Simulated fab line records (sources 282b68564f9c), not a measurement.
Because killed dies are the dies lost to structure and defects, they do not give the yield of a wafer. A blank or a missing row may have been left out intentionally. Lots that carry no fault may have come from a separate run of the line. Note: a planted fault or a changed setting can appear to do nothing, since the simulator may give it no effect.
Comparing a struck lot with a sound one    flow rit-cmos    15 out of 202 route steps
Sound: these wafers, L266.2, L266.4, L266.5. Wafers struck: L256.2, L256.3, L256.5. The cause is given at the end.
For every step that has rows: the tool of each side, followed by ch and its chambers, followed by its first start. Under that, the readings that differ: sound wafers    struck wafers    difference of the means    sigmas: that difference in standard deviations of wafers without a fault.
alike: readings whose means differ by less than 2 such deviations, and words and numbers that are the same on both sides. not compared: withheld readings, readings that some wafer has no value for, bounds like >300 that may hide the same value, and numbers for which the record gives no deviation and whose values overlap.
A row with sigmas, a row that says differs or no value, or rows on one side alone: a step with any of these is where the two part. Numbers that have no deviation but don't overlap get no sigmas and don't part them. A reading missing from all wafers of one side parts the sides only when that side holds two or more wafers.

first, 4 steps without rows for these wafers: RIT_CONTACT_SOFTBAKE_04 (time 60 s); RIT_CONTACT_EXPOSE_05 (exposes mask M11, target cd 1000 nm); RIT_CONTACT_PEB_06; RIT_CONTACT_DEVELOP_07 (develop time 120 s).
RIT_CONTACT_CD_MEAS_08: target cd 1000 nm.
  sound on cd-sem-02, day 7 08:10; struck on cd-sem-01, day 5 12:50
  alike: cd-nm
RIT_CONTACT_OVL_MEAS_09:
  sound on overlay-01, day 7 08:16; struck on overlay-02, day 5 12:56
  alike: CONTACT_OVL
then, 1 step without rows for these wafers: RIT_CONTACT_HARDBAKE_10 (time 60 s).
RIT_CONTACT_ETCH_11: etches SiO2 in CHF3/CF4/Ar, stops on TiSi2, target depth 480 nm, time 320 s.
  sound on rie-diel-01 ch 0,2,3, day 7 08:29; struck on rie-diel-02 ch 1,2, day 5 13:07
  alike: O2_flow_sccm, chamber-pressure-mTorr, drypump-motor-current-A, oes-product-au, throttle-valve-pct
  not compared: rf-hours-counter-h
RIT_CONTACT_STRIP_12: strips in O2, time 180 s.
  sound on plasma-asher-01 ch 1, day 7 08:41; struck on plasma-asher-01 ch 0, day 5 13:19
  alike: chamber-pressure-mTorr, drypump-motor-current-A
  not compared: rf-hours-counter-h
RIT_CONTACT_CD_MEAS_90: target cd 1000 nm.
  sound on cd-sem-02, day 7 08:52; struck on cd-sem-02, day 5 13:30
  alike: cd-nm
then, 2 steps without rows for these wafers: RIT_CONTACT_CLEAN_13 (cleans in SC1, time 600 s); RIT_CONTACT_CLEAN_14 (cleans in SC2, time 600 s).
RIT_M1_SPUTTER_00: material Al, target thk 400 nm, time 500 s.
  sound on pvd-sputter-01, day 7 09:20; struck on pvd-sputter-02, day 5 13:58
reading                   sound                 struck                difference  sigmas
chamber-pressure-pa (Pa)  0.3991 0.3999 0.4007  0.3863 0.3874 0.3867  -0.0131     -17
  alike: throttle-valve-pct
RIT_M1_RS_MEAS_01: measurement is done with a four-point probe.
  sound on film-metro-04, day 7 09:39; struck on film-metro-01, day 5 14:20
reading            sound                 struck                difference  sigmas
M1_AL_RS (ohm/sq)  0.0729 0.0746 0.0741  0.0722 0.0726 0.0724  -0.0015     -2
RIT_M1_PROBE_99:
  sound on prober-01, day 7 13:36; struck on prober-02, day 5 18:06
  alike: defect-limited-yield, killed-at-front-end, killed-dies, killed-on-rim, killed-open, killed-short, sort_bin_3_pad_short, sort_bin_5_function, sort_bin_6_memory, sort-n-pass, sort-yield-pct

WHERE THEY PART
Earliest at RIT_M1_SPUTTER_00; latest, in this record, at RIT_M1_RS_MEAS_01. Later steps at which nothing parts them and some readings are alike: RIT_M1_PROBE_99.

WHY: what had been put in by the simulator
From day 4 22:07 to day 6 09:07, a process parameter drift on pvd-sputter-02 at RIT_M1_SPUTTER_00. Setting chamber-pressure-pa, moved by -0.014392, from 0.4. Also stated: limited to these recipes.
